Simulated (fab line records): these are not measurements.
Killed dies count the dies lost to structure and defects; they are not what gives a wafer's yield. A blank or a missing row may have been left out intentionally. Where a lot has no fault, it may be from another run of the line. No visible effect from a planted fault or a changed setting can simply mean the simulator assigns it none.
A lot that was struck, set against a sound lot -- flow berkeley-cmos170 -- 18 out of 331 route steps
Sound: the wafers L727.3, L727.4, L727.5. Struck: wafer L737.5 (L737.1, L737.4, from the same lot, were not struck and are left out); the cause is given at the end.
For every step that has rows: the tool of each side, followed by ch and its chambers, followed by its first start. Under that, the readings that differ: sound wafers -- struck wafers -- difference of the means -- sigmas: that difference in standard deviations of wafers without a fault.
alike: readings with means less than 2 such deviations apart, plus words and numbers identical on both sides. not compared: withheld readings, readings lacking a value on some wafer, bounds such as >300 that could conceal the same value, and numbers that have no deviation in the record and whose values overlap.
A row with sigmas, a row that says differs or no value, or rows on one side alone: a step with any of these is where the two part. Numbers that have no deviation but don't overlap get no sigmas and don't part them. A reading that every wafer of one side lacks parts them only if that side has two wafers or more.

first, 5 steps without rows for these wafers: UCB170_NLDD_COAT_01 (resist thk 900 nm); UCB170_NLDD_SOFTBAKE_02 (time 60 s); UCB170_NLDD_EXPOSE_03 (exposes mask NSELECT, target cd 1200 nm); UCB170_NLDD_PEB_04; UCB170_NLDD_DEVELOP_05 (develop time 45 s).
UCB170_NLDD_CD_MEAS_06: target cd 1200 nm.
  sound on cd-sem-01 at day 5 23:56; struck on cd-sem-01 at day 8 16:39
  alike: cd-nm
UCB170_NLDD_OVL_MEAS_07:
  sound on overlay-01 at day 6 00:02; struck on overlay-01 at day 8 16:46
  alike: NLDD_OVL
then, 2 steps without rows for these wafers: UCB170_NLDD_IMPLANT_08; UCB170_NLDD_IMPLANT_09.
UCB170_NLDD_STRIP_10: strips in O2.
  sound on plasma-asher-04 ch 0,1, day 6 00:23; struck on plasma-asher-04 ch 1, day 8 17:06
  alike: chamber-pressure-mTorr, drypump-motor-current-A, o2-flow-sccm, oes-product-au, strip-time-to-endpoint-s
  not compared: rf-hours-counter-h
UCB170_NLDD_TW_MEAS_11:
  sound on film-metro-03 at day 6 00:28; struck on film-metro-02 at day 8 17:12
  alike: NLDD_TW
then, 1 step without rows for these wafers: UCB170_NLDD_CLEAN_12 (cleans in SPM, time 600 s).
UCB170_SPACER_CVD_00: deposits SiO2 from TEOS/O2, target thk 376 nm, time 47 s.
  sound on pecvd-01 ch 0,1,2, day 6 00:43; struck on pecvd-02 ch 1, day 8 19:55
reading,sound,struck,difference,sigmas
heater-power-w (W),208 185 251,321,+106,+2
model.SiO2_of_SPACER_CVD_00.thk-nm (nm),373.9 378.5 374.7,408.1,+32.4,
  alike: pressure-mtorr
UCB170_SPACER_THK_MEAS_01:
  sound on film-metro-02 at day 6 00:47; struck on film-metro-02 at day 8 19:58
reading,sound,struck,difference,sigmas
SPACER_TEOS_THK (nm),374 379 374,408,+32,+6
then, 1 step without rows for these wafers: UCB170_SPACER_ANNEAL_02 (time 1800 s).
UCB170_SPACER_ETCHBACK_03: etches SiO2 in CHF3/CF4/Ar, stops on Si, target depth 376 nm, time 100 s.
  sound on rie-diel-02 ch 0,1,3, day 6 04:04; struck on rie-diel-03 ch 1, day 8 21:45
reading,sound,struck,difference,sigmas
oes-product-au (a.u.),0.906 0.919 0.887,0.989,+0.085,+6
model.etch.depth-nm (nm),373.9 378.5 374.7,408.1,+32.4,
  alike: chamber-pressure-mTorr, drypump-motor-current-A, throttle-valve-pct
  not compared: rf-hours-counter-h
then, 1 step without rows for these wafers: UCB170_PSD_HMDS_00 (prime time 60 s).
UCB170_M3_PROBE_99:
  sound on prober-01 at day 7 17:49; struck on prober-01 at day 10 08:41
reading,sound,struck,difference,sigmas
model.etest.pplus-sal.width-nm (nm),713.1 708.4 711.1,626.8,-84.1,
model.etest.nplus-sal.width-nm (nm),715.3 710.6 711.1,626.9,-85.4,
model.etest.nmos_0p35.r-on-ohm-um,1467 1493 1497,1545,+59,
model.etest.field-p-metal.vt-v (V),-59.02 -58.69 -58.99,-62.16,-3.26,
model.etest.field-n-metal.vt-v (V),52.11 52.01 52.13,54.61,+2.53,
model.etest.pplus-sal.line-ohm-um,5.141 5.25 5.251,5.917,+0.703,
model.etest.nplus-sal.line-ohm-um,5.18 5.201 5.165,5.716,+0.534,

== WHERE THEY PART ==
First at UCB170_SPACER_CVD_00; last, within this record, at UCB170_SPACER_ETCHBACK_03.

WHY: what had been put in by the simulator
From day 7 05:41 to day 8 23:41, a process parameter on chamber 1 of pecvd-02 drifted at UCB170_SPACER_CVD_00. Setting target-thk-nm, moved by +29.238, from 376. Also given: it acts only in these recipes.
